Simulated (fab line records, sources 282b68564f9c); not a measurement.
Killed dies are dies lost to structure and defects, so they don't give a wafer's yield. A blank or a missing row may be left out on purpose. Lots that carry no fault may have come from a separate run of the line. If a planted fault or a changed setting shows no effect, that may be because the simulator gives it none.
Which tool is to blame? + flow ritCmos + Sampling: 7 lots, 21 wafers, 2 of 202 route steps

== WHAT THE GAUGES SHOWED, per wafer ==
RIT_FOX1_THK_MEAS_01.
| lot  | measured    | on           | FOX1_OXIDE_THK (nm) |
|------|-------------|--------------|---------------------|
| L886 | day 2 05:23 | filmMetro-03 | 348 346 349         |
| L889 | day 2 19:41 | filmMetro-04 | 340 342 345         |
| L891 | day 3 05:08 | filmMetro-03 | 354 350 362         |
| L894 | day 3 20:50 | filmMetro-04 | 340 343 337         |
| L897 | day 4 10:14 | filmMetro-04 | 263 260 265         |
| L904 | day 5 20:54 | filmMetro-03 | 360 360 356         |
| L907 | day 6 11:50 | filmMetro-03 | 353 350 357         |

== EACH LOT AND THE TOOL THAT RAN IT (in order: tool; ch and the chambers of the sampled wafers; start) ==
| lot  | RIT_FOX1_OXIDATION_00        |
|------|------------------------------|
| L886 | furnace-03 ch 0, day 2 04:04 |
| L889 | furnace-03 ch 0, day 2 18:22 |
| L891 | furnace-01 ch 0, day 3 03:47 |
| L894 | furnace-03 ch 0, day 3 19:30 |
| L897 | furnace-03 ch 0, day 4 08:53 |
| L904 | furnace-01 ch 0, day 5 19:34 |
| L907 | furnace-04 ch 0, day 6 10:31 |
- RIT_FOX1_OXIDATION_00: target thk 350.7 nm, ox time 1130 s.

== THE ANSWER, worked out from the rows above alone ==
Rule: the lots themselves supply what counts as usual. Put in order of their means at a reading, lots are off if they are a third of the lots or fewer, leave a main group of 4 or more, and stand apart from it by a gap of 3 or more times the standard deviation of the main group's means; of several such gaps the widest counts. A main group whose means are all the same, to the digits that the tables above print for the reading, isn't used. A lot without any number at a reading at which 4 lots or more have one is off too. The other lots that the step has rows for count as sound.
Off: L897, seen at RIT_FOX1_THK_MEAS_01 (FOX1_OXIDE_THK). Mean 350 nm and standard deviation 6.8 in the main group.
A tool fits if, at a process step before that reading, it ran every lot that is off, and no sound lot after the first of them. Gauges at RIT_FOX1_THK_MEAS_01: tried the same way as those tools. 2 tools fit, furnace-03 at RIT_FOX1_OXIDATION_00 and filmMetro-04 at RIT_FOX1_THK_MEAS_01, so this cannot tell which one it is.

== WHAT HAD BEEN PUT IN BY THE SIMULATOR ==
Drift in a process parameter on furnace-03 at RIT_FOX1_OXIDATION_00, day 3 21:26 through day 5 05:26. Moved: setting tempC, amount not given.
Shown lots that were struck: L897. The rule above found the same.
